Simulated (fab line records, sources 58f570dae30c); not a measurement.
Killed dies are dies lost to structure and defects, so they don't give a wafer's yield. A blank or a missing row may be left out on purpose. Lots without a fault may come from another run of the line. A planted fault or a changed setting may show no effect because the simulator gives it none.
Split-lot experiment | flow berkeley_cmos170 | 5 lots, 23 wafers read, on a route of 331 steps

THE SPLIT
At UCB170_V1_ETCH_14 (etches SiO2 in CHF3/CF4/Ar, stops on Al, target depth 1250 nm, time 291 s), the setting time_s was moved away from the recipe's 291 s on 7 of the 23 wafers read, by -14.9% to +12.1%. The other wafers ran this setting at the recipe's value.

The reading is taken at the split's own step.

THE READING
KrF_of_V1_COAT_07.thk_nm (the simulator's own value, which no gauge read), in nm, at UCB170_V1_ETCH_14 (etches SiO2 in CHF3/CF4/Ar, stops on Al, target depth 1250 nm, time 291 s). The file gives no usual value for it. The 16 wafers here that ran the recipe average 612.2 nm, standard deviation 4.9 nm.

wafer  | tool, chamber at the split | time_s as run, s | against the recipe | KrF_of_V1_COAT_07.thk_nm, nm | against lot-mates on the recipe
L074.1 | rie_diel-02, 3             | 291              | recipe             | 606.6                        | -
L074.5 | rie_diel-02, 2             | 291              | recipe             | 609.6                        | -
L074.6 | rie_diel-02, 3             | 291              | recipe             | 605.1                        | -
L076.1 | rie_diel-03, 1             | 291              | recipe             | 616.8                        | -
L076.2 | rie_diel-03, 3             | 291              | recipe             | 613.3                        | -
L076.3 | rie_diel-03, 0             | 291              | recipe             | 620.5                        | -
L076.4 | rie_diel-03, 2             | 291              | recipe             | 611.5                        | -
L076.6 | rie_diel-03, 0             | 291              | recipe             | 622.4                        | -
L077.2 | rie_diel-02, 2             | 291              | recipe             | 613.4                        | -
L077.3 | rie_diel-02, 3             | 326.3            | +12.1%             | 576.4                        | -38.8
L077.4 | rie_diel-02, 1             | 291              | recipe             | 616.9                        | -
L077.5 | rie_diel-02, 3             | 326.3            | +12.1%             | 577.4                        | -37.8
L077.6 | rie_diel-02, 2             | 326.3            | +12.1%             | 579.1                        | -36.0
L081.1 | rie_diel-02, 0             | 291              | recipe             | 609.8                        | -
L081.2 | rie_diel-02, 1             | 291              | recipe             | 613.7                        | -
L081.3 | rie_diel-02, 2             | 247.7            | -14.9%             | 652.7                        | +41.1
L081.5 | rie_diel-02, 0             | 291              | recipe             | 611.3                        | -
L081.6 | rie_diel-02, 3             | 247.7            | -14.9%             | 650.2                        | +38.6
L084.1 | rie_diel-03, 0             | 291              | recipe             | 611.4                        | -
L084.3 | rie_diel-03, 1             | 313              | +7.6%              | 589.3                        | -19.0
L084.4 | rie_diel-03, 2             | 291              | recipe             | 605.9                        | -
L084.5 | rie_diel-03, 0             | 313              | +7.6%              | 593.3                        | -15.0
L084.6 | rie_diel-03, 1             | 291              | recipe             | 607.6                        | -

THE FIT
A straight line over all 23 wafers: KrF_of_V1_COAT_07.thk_nm changes by -2.74 nm for each +1% of time_s; r = -0.97; the points scatter about the line by 4.4 nm.
The same after taking each lot's own level away (the mean of its wafers on the recipe; 23 wafers): -2.81 nm for each +1%; r = -0.99; scatter 3.2 nm.
On that fit, the largest move of time_s shifts the reading by 42 nm.
The lots' own levels span 607.10 to 616.90 nm, that is 2.0 times the standard deviation above.
So the lot-to-lot level changes the slope little: the two slopes agree.
Check: with one of the wafers moved furthest among these (-14.9%) left out of the fit, the line predicts +41.7 nm for it against its lot-mates. It came out at +41.1 nm against them.

OTHER SPLITS ON THESE WAFERS
These wafers also went through other splits before the reading. Each is held against what the fit with the lots' levels taken away leaves over:
other split on the same wafers        | wafers away from the commonest value | r with KrF_of_V1_COAT_07.thk_nm (lot level and that fit taken away)
UCB170_SPACER_CVD_00 time_s           | 7                                    | +0.35
UCB170_BACKSIDE_COAT_01 resist_thk_nm | 5                                    | +0.24
UCB170_SILICIDE_SPUTTER_01 power_w    | 6                                    | -0.46
UCB170_M1_PEB_07 peb_temp_c           | 5                                    | +0.08
UCB170_V1_CVD_00 time_s               | 8                                    | +0.23

THE WHOLE CHAIN: every reading that the file lists as answering this split, in the file's order
step               | what it does                                                              | reading                                                                   | change (the file's fit)              | r (the file's)
UCB170_V1_ETCH_14  | etches SiO2 in CHF3/CF4/Ar, stops on Al, target depth 1250 nm, time 291 s | KrF_of_V1_COAT_07.thk_nm (the simulator's own value, which no gauge read) | -2.76 nm for each +1% of the setting | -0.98
UCB170_V1_STRIP_15 | strips in O2                                                              | strip_time_to_endpoint_s                                                  | withheld for each +1% of the setting | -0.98

THE FILE'S OWN FIT
KrF_of_V1_COAT_07.thk_nm changes by -2.76 nm for each +1% of time_s, r = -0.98.
